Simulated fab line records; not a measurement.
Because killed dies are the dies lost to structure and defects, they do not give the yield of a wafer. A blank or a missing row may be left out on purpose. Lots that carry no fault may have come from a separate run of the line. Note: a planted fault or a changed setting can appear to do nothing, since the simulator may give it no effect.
2 desks, one fault ; flow rit_cmos ; only its own numbers are on each desk; what lay behind them is given at the end

## DESK OF THE TOOL OWNER: pvd_sputter-04
The tool's own readings at RIT_M1_SPUTTER_00 (material Al, target thk 400 nm, time 500 s): means of the sampled wafers that have a number, for each lot that ran on this tool. If a lot's mean is further than 4 standard deviations from the usual mean, the lot is out of limits and carries the mark OUT (the distance appears in the brackets).
Columns: A = substrate_temp_c at RIT_M1_SPUTTER_00, usual 25.00 C; B = throttle_valve_pct at RIT_M1_SPUTTER_00, usual 30.0 %
lot;first seen here;A;B
L779;day 3 12:16;24.95;30.6
L782;day 4 01:20;25.03;30.5
L786;day 4 22:44;25.02;30.5
L788;day 5 07:56;25.02;29.8
Finding of this desk: none of the 4 lots has anything out of limits.

## THE METROLOGY DESK
Means of the sampled wafers that have a number, per lot and without regard to the tool the lot ran on: this is what the gauges read. If a lot's mean is further than 4 standard deviations from the usual mean, the lot is out of limits and carries the mark OUT (the distance appears in the brackets).
Columns: A = M1_AL_RS at RIT_M1_RS_MEAS_01, usual 0.0737 ohm/sq; B = M1_AL_THK at RIT_M1_THK_MEAS_02, usual 406 nm
lot;first seen here;A;B
L778;day 3 06:46;0.0742;402
L779;day 3 12:34;0.0742;403
L780;day 3 18:50;0.0739;406
L781;day 3 23:35;0.0747;397
L782;day 4 01:39;0.0748;403
L786;day 4 23:01;0.0817 (+11) OUT;368 (-8.1) OUT
L788;day 5 08:16;0.0812 (+11) OUT;369 (-7.9) OUT
L789;day 5 13:47;0.0751;404
L791;day 6 01:04;0.0728;407
L793;day 6 12:26;0.0741;399
L795;day 6 19:23;0.0738;404
L797;day 7 04:44;0.0737;411
L799;day 7 16:25;0.0729;409
L800;day 8 00:34;0.0733;410
Per this desk, out of limits: L786, L788; the first was L786, day 4 23:01 (M1_AL_RS at RIT_M1_RS_MEAS_01). Within limits: L778, L779, L780, L781, L782, L789, L791, L793, L795, L797, L799, L800.

## PUT TOGETHER
The metrology desk could have raised an alarm at day 4 23:01, on L786, L788.
Nothing out of limits was seen by the tool owner's desk.
Tool owner's desk: L786, L788 on record, inside its limits.
The lots listed all ran RIT_M1_SPUTTER_00 on pvd_sputter-04.

## WHAT HAD BEEN PUT IN BY THE SIMULATOR
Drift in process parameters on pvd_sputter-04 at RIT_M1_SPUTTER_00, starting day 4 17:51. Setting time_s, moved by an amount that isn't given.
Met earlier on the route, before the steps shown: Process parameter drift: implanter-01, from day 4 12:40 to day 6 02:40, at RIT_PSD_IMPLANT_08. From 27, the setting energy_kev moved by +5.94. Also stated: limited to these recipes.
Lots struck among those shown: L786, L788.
Hours from the fault's start to each desk's first reading out of limits: the metrology desk, 5.
